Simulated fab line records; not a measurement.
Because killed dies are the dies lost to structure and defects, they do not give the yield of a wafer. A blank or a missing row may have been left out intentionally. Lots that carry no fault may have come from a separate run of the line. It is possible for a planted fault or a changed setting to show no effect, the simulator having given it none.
8D (eight disciplines) problem report, filled in by code || flow berkeley cmos170 || the parts of the form that need people (team, actions taken, sign-off) are left out

## 1. PROBLEM STATEMENT
CONTACT_PSG_THK at UCB170_CONTACT_THK_MEAS_02 reads a mean of 768 nm on 6 wafers of 2 lots; wafers without a fault read 700 nm with a standard deviation of 6. That puts it +11 standard deviations away from the usual mean.
The first sign was on wafer L461.1 at day 11 15:24, on film metro-03. The record holds 42 wafers of 14 lots with a number at this step. By rule, "out" or "out of limits" means more than 4 standard deviations away from the usual mean. The other wafers with a number count as sound.

## 2. WHAT IT IS; WHAT IT IS NOT
{"question": "which readings at this step", "is": "CONTACT_PSG_THK", "is not": "-"}
{"question": "which lots", "is": "L461, L462", "is not": "L443, L444, L445, L447, L448, L449, L450, L451, L453, L455, L457, L460"}
{"question": "which wafers of those lots", "is": "all that have a number", "is not": "-"}
{"question": "read on which gauges", "is": "film metro-01, film metro-03", "is not": "film metro-02"}
{"question": "when", "is": "from day 11 15:24", "is not": "up to then (36 sound wafers)"}

## 3. WHAT RULES OUT EACH SUSPECT
Counting: a tool at a process step up to the reading stays a suspect if it ran every lot that is out and no sound lot after the first of them.
- ruled out: the gauge at UCB170_CONTACT_THK_MEAS_02. Those wafers that are out were read across 2 gauges (film metro-01, film metro-03).
- lpcvd-01 at UCB170_CONTACT_CVD_01 (deposits PSG from SiH4/O2/PH3, target thk 700 nm, time 2820 s): kept. It ran every lot that is out, first L461 (day 11 13:37), and no sound lot after that; its last sound lot up to then is L457 (day 11 00:17). Out on those wafers are its own readings of o2 flow sccm.
Remaining after the count: lpcvd-01 at UCB170_CONTACT_CVD_01.

## 4. THE CAUSE (what the simulator had put in)
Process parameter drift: lpcvd-01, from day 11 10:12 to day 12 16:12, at UCB170_CONTACT_CVD_01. Setting o2 flow sccm, moved by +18, from 90.
Counting left only this tool.

## 5. SEQUENCE OF EFFECTS, ordered by route
One row per reading whose mean, taken over the struck wafers that have a number, lies over 3 standard deviations from the usual. Readings are gone through only where the record gives a usual standard deviation; hours: the median, over the lots, of the time from a lot's start at the first step in this table giving one to that lot's start at this step; sigmas: the change measured in usual standard deviations.
{"hours": 0, "step": "UCB170_CONTACT_CVD_01", "reading": "o2 flow sccm", "usual": "90.05 sccm", "on struck wafers": 108.09, "change": "+18.04", "sigmas": "+72"}
{"hours": 2, "step": "UCB170_CONTACT_THK_MEAS_02", "reading": "CONTACT_PSG_THK", "usual": "700 nm", "on struck wafers": 768, "change": "+68", "sigmas": "+11"}
{"hours": "-", "step": "UCB170_CONTACT_ETCH_18", "reading": "oes product au", "usual": "0.895 a.u.", "on struck wafers": 0.951, "change": "+0.056", "sigmas": "+4.0"}
Its process steps:
- UCB170_CONTACT_CVD_01: deposits PSG from SiH4/O2/PH3, target thk 700 nm, time 2820 s.
- UCB170_CONTACT_ETCH_18: etches PSG in CHF3/CF4/Ar, stops on TiSi2, target depth 840 nm, time 195 s.

## 6. WHAT WOULD HAVE CAUGHT IT SOONER
5 hours passed between the start of the fault at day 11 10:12 and the first reading out of limits at a measuring or inspecting step in this record, taken at day 11 15:24.
Tool's own readings at UCB170_CONTACT_CVD_01, o2 flow sccm: out on all struck wafers the step has rows for; an alarm limit on them would have tripped on the first.
Lots out: 2; of these, L462 started UCB170_CONTACT_CVD_01 on lpcvd-01 after day 11 15:24. Had the tool been put on hold then, it would have been spared.
